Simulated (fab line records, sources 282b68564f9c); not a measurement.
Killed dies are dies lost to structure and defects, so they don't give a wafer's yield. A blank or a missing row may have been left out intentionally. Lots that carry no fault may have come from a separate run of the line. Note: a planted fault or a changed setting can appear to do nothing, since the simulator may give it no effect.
A struck lot beside a sound one -- flow ritCmos -- 44 out of 202 route steps
Sound: the wafers L774.1, L774.3, L774.6. Wafers struck: L788.2, L788.5, L788.6. Last of all comes the cause.
Each step with rows lists, per side, the tool, then ch with its chambers, then its first start. Under that, the readings that differ: sound wafers -- struck wafers -- difference of the means -- sigmas: that difference in standard deviations of wafers without a fault.
alike: readings whose means differ by less than 2 such deviations, and words and numbers that are the same on both sides. not compared: withheld readings, readings that some wafer has no value for, bounds like >300 that may hide the same value, and numbers for which the record gives no deviation and whose values overlap.
Wherever a step has rows on one side only, a row that says differs or no value, or a row with sigmas, the two part there. When numbers do not overlap yet have no deviation, they are printed without sigmas and do not part them. Lack of a reading on every wafer of one side parts them only where that side has two or more wafers.

first, 4 steps without rows for these wafers: RIT_PLDD_SOFTBAKE_02 (time 60 s); RIT_PLDD_EXPOSE_03 (exposes mask M8, target cd 40900 nm); RIT_PLDD_PEB_04; RIT_PLDD_DEVELOP_05 (develop time 50 s).
RIT_PLDD_OVL_MEAS_06:
  sound on overlay-02 at day 4 03:34; struck on overlay-01 at day 7 09:14
  alike: PLDD_OVL
then, 2 steps without rows for these wafers: RIT_PLDD_HARDBAKE_07 (time 60 s); RIT_PLDD_IMPLANT_08.
RIT_PLDD_STRIP_09: strips in O2, time 180 s.
  sound on plasmaAsher-04 ch 0,1, day 4 03:53; struck on plasmaAsher-01 ch 0,1, day 7 09:34
reading,sound,struck,difference,sigmas
drypumpMotorCurrentA (A),6.3 6.1 6.3,5.0 5.0 5.6,-1.0,-2
  not compared: rfHoursCounterH
RIT_PLDD_TW_MEAS_10:
  sound on filmMetro-01 at day 4 04:04; struck on filmMetro-01 at day 7 09:45
  alike: PLDD_TW
then, 3 steps without rows for these wafers: RIT_SPACER_CLEAN_00 (cleans in SC1, time 600 s); RIT_SPACER_CLEAN_01 (cleans in dHF, time 30 s); RIT_SPACER_CLEAN_02 (cleans in SC2, time 600 s).
RIT_SPACER_CVD_03: deposits Si3N4 from SiH2Cl2/NH3, target thk 250 nm, time 3300 s.
  sound on lpcvd-02 ch 1, day 4 04:55; struck on lpcvd-02 ch 0, day 7 10:10
reading,sound,struck,difference,sigmas
spikeTcCentreC (C),813.2 813.4 815.1,826.3 824.5 824.0,+11.0,+8
model.Si3N4_of_SPACER_CVD_03.thkNm (nm),246 247.5 246.8,271.6 257.7 255.8,+14.9,
  alike: sih2cl2FlowSccm
RIT_SPACER_THK_MEAS_04:
  sound on filmMetro-01 at day 4 06:50; struck on filmMetro-03 at day 7 12:05
reading,sound,struck,difference,sigmas
SPACER_NITRIDE_THK (nm),245.9 247.5 246.7,271.5 257.8 255.8,+15.0,+7
RIT_SPACER_ETCHBACK_05: etches Si3N4 in SF6/CHF3, stops on SiO2, target depth 250 nm, time 240 s.
  sound on rieDiel-02 ch 2,3, day 4 06:53; struck on rieDiel-03 ch 1,2, day 7 12:08
reading,sound,struck,difference,sigmas
model.etch.depthNm (nm),246 247.5 246.8,271.6 257.7 255.8,+14.9,
  alike: drypumpMotorCurrentA, oesProductAu, throttleValvePct
  not compared: rfHoursCounterH
then, 6 steps without rows for these wafers: RIT_NSD_HMDS_00 (prime time 60 s); RIT_NSD_COAT_01 (resist thk 1000 nm); RIT_NSD_SOFTBAKE_02 (time 60 s); RIT_NSD_EXPOSE_03 (exposes mask M9, target cd 40700 nm); RIT_NSD_PEB_04; RIT_NSD_DEVELOP_05 (develop time 50 s).
RIT_NSD_OVL_MEAS_06:
  sound on overlay-02 at day 4 08:08; struck on overlay-01 at day 7 13:08
  alike: NSD_OVL
then, 2 steps without rows for these wafers: RIT_NSD_HARDBAKE_07 (time 60 s); RIT_NSD_IMPLANT_08.
RIT_NSD_STRIP_09: strips in O2, time 180 s.
  sound on plasmaAsher-02 ch 0,1, day 4 08:28; struck on plasmaAsher-01 ch 0,1, day 7 13:28
  alike: drypumpMotorCurrentA
  not compared: rfHoursCounterH
RIT_NSD_TW_MEAS_10:
  sound on filmMetro-03 at day 4 08:38; struck on filmMetro-01 at day 7 13:40
  alike: NSD_TW
then, 6 steps without rows for these wafers: RIT_PSD_HMDS_00 (prime time 60 s); RIT_PSD_COAT_01 (resist thk 1000 nm); RIT_PSD_SOFTBAKE_02 (time 60 s); RIT_PSD_EXPOSE_03 (exposes mask M10, target cd 40900 nm); RIT_PSD_PEB_04; RIT_PSD_DEVELOP_05 (develop time 50 s).
RIT_PSD_OVL_MEAS_06:
  sound on overlay-02 at day 4 09:43; struck on overlay-01 at day 7 14:34
  alike: PSD_OVL
then, 2 steps without rows for these wafers: RIT_PSD_HARDBAKE_07 (time 60 s); RIT_PSD_IMPLANT_08.
RIT_PSD_STRIP_09: strips in O2, time 180 s.
  sound on plasmaAsher-01 ch 0,1, day 4 10:04; struck on plasmaAsher-03 ch 0,1, day 7 14:54
  alike: drypumpMotorCurrentA
  not compared: rfHoursCounterH
RIT_PSD_TW_MEAS_10:
  sound on filmMetro-04 at day 4 10:14; struck on filmMetro-04 at day 7 15:05
  alike: PSD_TW
then, 3 steps without rows for these wafers: RIT_SDANNEAL_CLEAN_00 (cleans in SC1, time 600 s); RIT_SDANNEAL_CLEAN_01 (cleans in dHF, time 30 s); RIT_SDANNEAL_CLEAN_02 (cleans in SC2, time 600 s).
RIT_SDANNEAL_RTA_03: time 5 s.
  sound on rtpAnneal-02 ch 0, day 4 10:41; struck on rtpAnneal-02 ch 0, day 7 15:34
  alike: annealTempCMax, wafer_temp_C_max
RIT_SDANNEAL_RS_MEAS_04: the measuring method here is four-point-probe.
  sound on filmMetro-04 at day 4 10:45; struck on filmMetro-04 at day 7 15:38
  alike: PSD_RS
RIT_SILICIDE_WET_ETCH_00: etches SiO2 in BOE, target depth 14 nm, time 15 s.
  sound on wetBench-04 ch 1, day 4 11:14; struck on wetBench-03 ch 0, day 7 16:05
reading,sound,struck,difference,sigmas
model.Si3N4_of_SPACER_CVD_03.thkNm (nm),191.2 192.2 191.9,211 200.3 198.9,+12,
RIT_M1_PROBE_99:
  sound on prober-01 at day 4 18:38; struck on prober-02 at day 7 23:07
reading,sound,struck,difference,sigmas
killed_at_M0_to_M3,0 0 1,0 0 0,+0,-3
  alike: killedAtFrontEnd, killedDies, killedOpen, killedShort

## WHERE THEY PART
First at RIT_PLDD_STRIP_09; last, within this record, at RIT_M1_PROBE_99.

WHY: what the simulator had put in
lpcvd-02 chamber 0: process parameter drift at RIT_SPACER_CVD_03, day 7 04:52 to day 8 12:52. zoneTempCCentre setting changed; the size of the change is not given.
